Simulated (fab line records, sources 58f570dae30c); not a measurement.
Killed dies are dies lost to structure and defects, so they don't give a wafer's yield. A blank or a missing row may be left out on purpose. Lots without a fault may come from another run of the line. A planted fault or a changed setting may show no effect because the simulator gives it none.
Problem report in the 8D (eight disciplines) form, filled by code | flow berkeley_cmos170 | the parts of the form that need people (team, actions taken, sign-off) are left out

1. THE PROBLEM
o2_flow_sccm at UCB170_M2_STRIP_07 reads a mean of 599.8 sccm on 6 wafers of 2 lots; wafers without a fault read 400.2 sccm with a standard deviation of 1.2. That is +99 or more standard deviations from the usual mean.
The step: strips in O2.
First seen on wafer L801.1, day 10 17:30, on plasma_asher-03. The record holds 42 wafers of 14 lots with a number at this step. Rule for "out", or "out of limits": more than 4 standard deviations from the usual mean. The other wafers with a number count as sound.

2. WHAT IT IS AND WHAT IT IS NOT
question                    | is                                                     | is not
which readings at this step | o2_flow_sccm, oes_product_au, strip_time_to_endpoint_s | drypump_motor_current_A
which lots                  | L801, L802                                             | L787, L788, L789, L790, L791, L792, L797, L798, L803, L804, L807, L809
which wafers of those lots  | all that have a number                                 | -
read on which tools         | plasma_asher-03                                        | plasma_asher-01, plasma_asher-04
when                        | from day 10 17:30                                      | up to then (21 sound wafers); but 15 sound wafers of L798, L803, L804, L807, L809 came after

3. SUSPECTS, AND WHAT RULES EACH OUT
Counting: a tool at a process step up to the reading stays a suspect if it ran every lot that is out and no sound lot after the first of them.
- plasma_asher-02 at UCB170_V1_STRIP_15 (strips in O2): ruled out as a lasting fault. Sound lots L803, L807 ran on it after its first lot that is out, L801 (day 10 16:24).
- plasma_asher-03 at UCB170_M2_STRIP_07 (strips in O2): kept. It ran every lot that is out, first L801 (day 10 17:30), and no sound lot after that; its last sound lot up to then is L791 (day 8 22:07). Its own readings are out on those wafers: o2_flow_sccm, oes_product_au, strip_time_to_endpoint_s.
Left after counting: plasma_asher-03 at UCB170_M2_STRIP_07.

4. THE CAUSE (what the simulator had put in)
Process parameter drift: plasma_asher-03, from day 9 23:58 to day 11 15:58, at UCB170_M2_STRIP_07. Setting o2_flow_sccm, moved by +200, from 400. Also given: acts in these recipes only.
Counting left only this tool.

5. THE CHAIN OF EFFECTS, in route order
Each row: a reading whose mean over the struck wafers that have a number lies more than 3 standard deviations from the usual. Only readings for which the record gives a usual standard deviation are gone through. hours: the time from each lot's start at the first step in this table that gives one to its start at this step, as a median over the lots. sigmas: the change in usual standard deviations.
hours | step               | reading                  | usual      | on struck wafers | change | sigmas
0     | UCB170_M2_STRIP_07 | o2_flow_sccm             | 400.2 sccm | 599.8            | +199.6 | +99 or more
0     | UCB170_M2_STRIP_07 | oes_product_au           | 0.734 a.u. | 0.758            | +0.024 | +5.7
0     | UCB170_M2_STRIP_07 | strip_time_to_endpoint_s | 21.97 s    | 20.93            | -1.04  | -15
The process steps in it:
- UCB170_M2_STRIP_07: strips in O2.

6. WHAT WOULD HAVE CAUGHT IT SOONER
In this record the first reading out of limits was taken at day 10 17:30, 18 hours after the fault began at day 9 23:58.
